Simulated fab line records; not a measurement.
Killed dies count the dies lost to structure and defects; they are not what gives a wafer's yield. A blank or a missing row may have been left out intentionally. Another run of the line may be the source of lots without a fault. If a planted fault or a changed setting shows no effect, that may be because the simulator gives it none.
Split-lot experiment ; flow ritCmos ; route with 202 steps; 5 lots, 23 wafers read

ON THE SPLIT
At RIT_GATE_OXIDATION_05 (target thk 3 nm, ox time 270 s), the setting oxTimeS was moved away from the recipe's 270 s on 10 of the 23 wafers read, by +4.9% to +6.7%. For the rest of the wafers, this setting stayed at what the recipe calls for.

The reading is taken at the split's own step.

THE READING
SiO2_of_GATE_OXIDATION_05.thkNm (the simulator's own value, which no gauge read), in nm, at RIT_GATE_OXIDATION_05 (target thk 3 nm, ox time 270 s). The file gives no usual value for it. Across the 13 wafers here that went through the recipe, the average is 2.999 nm and the standard deviation 0.022 nm.

wafer;tool, chamber at the split;oxTimeS as run, s;against the recipe;SiO2_of_GATE_OXIDATION_05.thkNm, nm;against lot-mates on the recipe
L074.1;-, -;288.2;+6.7%;3.2;no lot-mate on the recipe
L074.3;-, -;288.2;+6.7%;3.116;no lot-mate on the recipe
L074.4;-, -;288.2;+6.7%;3.127;no lot-mate on the recipe
L074.5;-, -;288.2;+6.7%;3.156;no lot-mate on the recipe
L074.6;-, -;288.2;+6.7%;3.141;no lot-mate on the recipe
L078.1;-, -;270;recipe;3.033;-
L078.2;-, -;270;recipe;3.005;-
L078.3;-, -;270;recipe;2.962;-
L078.5;-, -;270;recipe;2.97;-
L078.6;-, -;270;recipe;2.978;-
L080.1;-, -;270;recipe;2.985;-
L080.3;-, -;270;recipe;2.998;-
L080.4;-, -;270;recipe;3.01;-
L080.5;-, -;270;recipe;2.989;-
L080.6;-, -;270;recipe;2.994;-
L082.1;-, -;283.3;+4.9%;3.219;no lot-mate on the recipe
L082.2;-, -;283.3;+4.9%;3.185;no lot-mate on the recipe
L082.4;-, -;283.3;+4.9%;3.199;no lot-mate on the recipe
L082.5;-, -;283.3;+4.9%;3.158;no lot-mate on the recipe
L082.6;-, -;283.3;+4.9%;3.236;no lot-mate on the recipe
L084.3;furnace-04, 0;270;recipe;3.024;-
L084.5;furnace-04, 0;270;recipe;3.012;-
L084.6;furnace-04, 0;270;recipe;3.03;-

FIT RESULTS
A straight line over all 23 wafers: SiO2_of_GATE_OXIDATION_05.thkNm changes by +0.0275 nm for each +1% of oxTimeS; r = +0.89; the points scatter about the line by 0.044 nm.
Too few moved wafers with a lot-mate on the recipe to fit a line net of each lot's own level.

FILE'S OWN FIT
SiO2_of_GATE_OXIDATION_05.thkNm changes by +0.0275 nm for each +1% of oxTimeS, r = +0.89.
